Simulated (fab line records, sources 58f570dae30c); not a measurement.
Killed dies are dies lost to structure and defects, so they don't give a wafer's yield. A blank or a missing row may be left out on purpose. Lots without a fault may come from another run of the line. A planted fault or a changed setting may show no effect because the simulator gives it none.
Which tool did it? | flow berkeley_cmos170 | 14 lots, 42 wafers sampled, at 4 steps of a route of 331

WHAT THE GAUGES READ, wafer by wafer
UCB170_SPACER_THK_MEAS_01. Usual: SPACER_TEOS_THK 377 nm, standard deviation 4.6.
lot  | measured     | on            | SPACER_TEOS_THK (nm) | flag
L304 | day 7 03:28  | film_metro-03 | 377 380 385          |
L305 | day 7 03:20  | film_metro-03 | 374 380 378          |
L306 | day 7 02:50  | film_metro-01 | 381 383 384          |
L308 | day 7 10:45  | film_metro-03 | 372 374 378          |
L307 | day 7 10:46  | film_metro-01 | 369 380 376          |
L311 | day 7 19:24  | film_metro-01 | 376 373 380          |
L310 | day 7 17:40  | film_metro-04 | 376 377 378          |
L317 | day 9 18:40  | film_metro-03 | 416 427 423          | OFF
L320 | day 10 05:43 | film_metro-01 | 414 419 426          | OFF
L321 | day 10 05:52 | film_metro-01 | 375 371 385          |
L322 | day 10 06:14 | film_metro-03 | 367 367 373          |
L324 | day 10 20:28 | film_metro-03 | 370 374 376          |
L325 | day 11 07:05 | film_metro-03 | 378 381 381          |
L326 | day 11 10:13 | film_metro-03 | 372 372 378          |

WHICH TOOL RAN EACH LOT (tool, then ch and the chambers of the sampled wafers, then the start)
lot  | UCB170_ACTIVE_ETCH_15             | UCB170_GATE_ETCH_15              | UCB170_SPACER_CVD_00
L304 | rie_diel-04 ch 0,3, day 5 01:29   | rie_si-01 ch 0,1,3, day 6 22:41  | pecvd-01 ch 0,1,2, day 7 03:24
L305 | rie_diel-03 ch 0,2, day 5 01:46   | rie_si-02 ch 0,2, day 6 22:48    | pecvd-02 ch 0,2, day 7 03:16
L306 | rie_diel-04 ch 0,3, day 5 01:53   | rie_si-02 ch 2,3, day 6 22:34    | pecvd-01 ch 0,1,2, day 7 02:46
L308 | rie_diel-03 ch 0,1,2, day 5 10:41 | rie_si-01 ch 1,2,3, day 7 05:53  | pecvd-01 ch 1,2, day 7 10:42
L307 | rie_diel-01 ch 1,2, day 5 10:51   | rie_si-02 ch 0,1, day 7 06:01    | pecvd-02 ch 0,1,2, day 7 10:42
L311 | rie_diel-04 ch 1,2,3, day 5 17:17 | rie_si-02 ch 0,3, day 7 12:21    | pecvd-01 ch 0,2, day 7 19:22
L310 | rie_diel-04 ch 1,3, day 5 18:08   | rie_si-01 ch 1,2,3, day 7 12:35  | pecvd-02 ch 1,2, day 7 17:38
L317 | rie_diel-04 ch 1,2, day 7 03:45   | rie_si-02 ch 0,3, day 9 12:52    | pecvd-01 ch 0,2, day 9 18:37
L320 | rie_diel-01 ch 2,3, day 7 17:29   | rie_si-01 ch 0,1,2, day 9 21:20  | pecvd-01 ch 1,2, day 10 05:38
L321 | rie_diel-01 ch 0,1,2, day 7 23:35 | rie_si-02 ch 1,2, day 9 21:31    | pecvd-02 ch 1,2, day 10 05:49
L322 | rie_diel-03 ch 0,3, day 8 00:13   | rie_si-01 ch 1,3, day 9 21:47    | pecvd-03 ch 0,1, day 10 06:11
L324 | rie_diel-01 ch 2,3, day 8 14:48   | rie_si-01 ch 0,1, day 10 14:55   | pecvd-02 ch 0,2, day 10 20:26
L325 | rie_diel-01 ch 0,2,3, day 9 04:04 | rie_si-02 ch 0,1,2, day 11 01:10 | pecvd-03 ch 0,1, day 11 07:03
L326 | rie_diel-03 ch 0,1,2, day 9 11:05 | rie_si-01 ch 0,1,2, day 11 05:51 | pecvd-03 ch 1,2, day 11 10:11
- UCB170_ACTIVE_ETCH_15: etches Si3N4 in CH3F/Ar/O2, stops on SiO2, target depth 242 nm, time 151 s.
- UCB170_GATE_ETCH_15: etches poly-Si in HBr/Cl2, stops on SiO2, time 56.3 s, target depth 278.2 nm.
- UCB170_SPACER_CVD_00: deposits SiO2 from TEOS/O2, target thk 376 nm, time 47 s.

WHAT THE TOOLS THEMSELVES READ (means of the sampled wafers that have a number; where no wafer has one, the mark that the record gives instead)
UCB170_ACTIVE_ETCH_15. Usual: drypump_motor_current_A 5.5 A, standard deviation 0.45; oes_product_au 0.938 a.u., standard deviation 0.018; throttle_valve_pct 8.07 %, standard deviation 0.089.
lot  | tool        | drypump_motor_current_A (A) | oes_product_au (a.u.) | throttle_valve_pct (%) | flag
L304 | rie_diel-04 | 5.3                         | 0.941                 | 8.11                   |
L305 | rie_diel-03 | 5.7                         | 0.965                 | 8.12                   |
L306 | rie_diel-04 | 5.1                         | 0.940                 | 8.08                   |
L308 | rie_diel-03 | 5.6                         | 0.949                 | 8.04                   |
L307 | rie_diel-01 | 5.3                         | 0.940                 | 8.04                   |
L311 | rie_diel-04 | 5.9                         | 0.927                 | 8.06                   |
L310 | rie_diel-04 | 5.8                         | 0.929                 | 8.12                   |
L317 | rie_diel-04 | 6.0                         | 0.930                 | 8.02                   |
L320 | rie_diel-01 | 5.0                         | 0.921                 | 8.05                   |
L321 | rie_diel-01 | 5.6                         | 0.945                 | 8.08                   |
L322 | rie_diel-03 | 5.4                         | 0.963                 | 8.26                   |
L324 | rie_diel-01 | 4.9                         | 0.935                 | 8.04                   |
L325 | rie_diel-01 | 5.2                         | 0.952                 | 8.08                   |
L326 | rie_diel-03 | 5.6                         | 0.957                 | 8.03                   |

UCB170_GATE_ETCH_15. Usual: drypump_motor_current_A 5.8 A, standard deviation 0.51; mfc_cl2_sccm 50.00 sccm, standard deviation 0.15; oes_product_au 0.836 a.u., standard deviation 0.016; throttle_valve_pct 26.51 %, standard deviation 0.2.
lot  | tool      | drypump_motor_current_A (A) | mfc_cl2_sccm (sccm) | oes_product_au (a.u.) | throttle_valve_pct (%) | flag
L304 | rie_si-01 | 5.8                         | 50.06               | 0.827                 | 26.70                  |
L305 | rie_si-02 | 6.4                         | 49.92               | 0.836                 | 26.31                  |
L306 | rie_si-02 | 5.2                         | 50.05               | 0.853                 | 26.51                  |
L308 | rie_si-01 | 5.8                         | 49.94               | 0.832                 | 26.56                  |
L307 | rie_si-02 | 6.1                         | 50.11               | 0.820                 | 26.42                  |
L311 | rie_si-02 | 6.0                         | 49.84               | 0.839                 | 26.33                  |
L310 | rie_si-01 | 5.8                         | 50.02               | 0.817                 | 26.56                  |
L317 | rie_si-02 | 6.0                         | 49.94               | 0.846                 | 26.33                  |
L320 | rie_si-01 | 5.7                         | 50.01               | 0.846                 | 26.50                  |
L321 | rie_si-02 | 5.9                         | 49.82               | 0.822                 | 26.48                  |
L322 | rie_si-01 | 6.1                         | 50.02               | 0.845                 | 26.61                  |
L324 | rie_si-01 | 6.0                         | 49.99               | 0.846                 | 26.54                  |
L325 | rie_si-02 | 6.1                         | 49.98               | 0.824                 | 26.40                  |
L326 | rie_si-01 | 5.8                         | 50.00               | 0.848                 | 26.50                  |

UCB170_SPACER_CVD_00. Usual: heater_power_w 269 W, standard deviation 49.
lot  | tool     | heater_power_w (W) | flag
L304 | pecvd-01 | 288                |
L305 | pecvd-02 | 302                |
L306 | pecvd-01 | 282                |
L308 | pecvd-01 | 346                |
L307 | pecvd-02 | 284                |
L311 | pecvd-01 | 300                |
L310 | pecvd-02 | 251                |
L317 | pecvd-01 | 299                |
L320 | pecvd-01 | 290                |
L321 | pecvd-02 | 231                |
L322 | pecvd-03 | 251                |
L324 | pecvd-02 | 277                |
L325 | pecvd-03 | 259                |
L326 | pecvd-03 | 240                |

THE ANSWER, worked out from the rows above alone
Rule: a lot is off if the mean of its wafers that have a number lies more than 3 standard deviations from the usual mean. A lot without any number at a reading at which 4 lots or more have one is off too. The other lots that the step has rows for count as sound. The gauges are gone through in route order, then the tools' own readings, and for those a lot's mean is taken as printed above. The first step at which some lot is off is used, and at that step the reading that is off furthest; a lot without a number counts as furthest.
Off: L317, L320, at UCB170_SPACER_THK_MEAS_01 (SPACER_TEOS_THK).
A tool fits if, at a process step before that reading, it ran every lot that is off, and no sound lot after the first of them. The gauges at UCB170_SPACER_THK_MEAS_01 are tried like those tools. One fits: pecvd-01 at UCB170_SPACER_CVD_00. Its last sound lot is L311 (day 7 19:22), its first lot that is off L317 (day 9 18:37): a fault that began between those two fits.

WHAT THE SIMULATOR HAD PUT IN
Process parameter drift: pecvd-01, from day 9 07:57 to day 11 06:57, at UCB170_SPACER_CVD_00. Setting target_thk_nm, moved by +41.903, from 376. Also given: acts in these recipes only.
Lots struck among those shown: L317, L320. The rule above found the same.
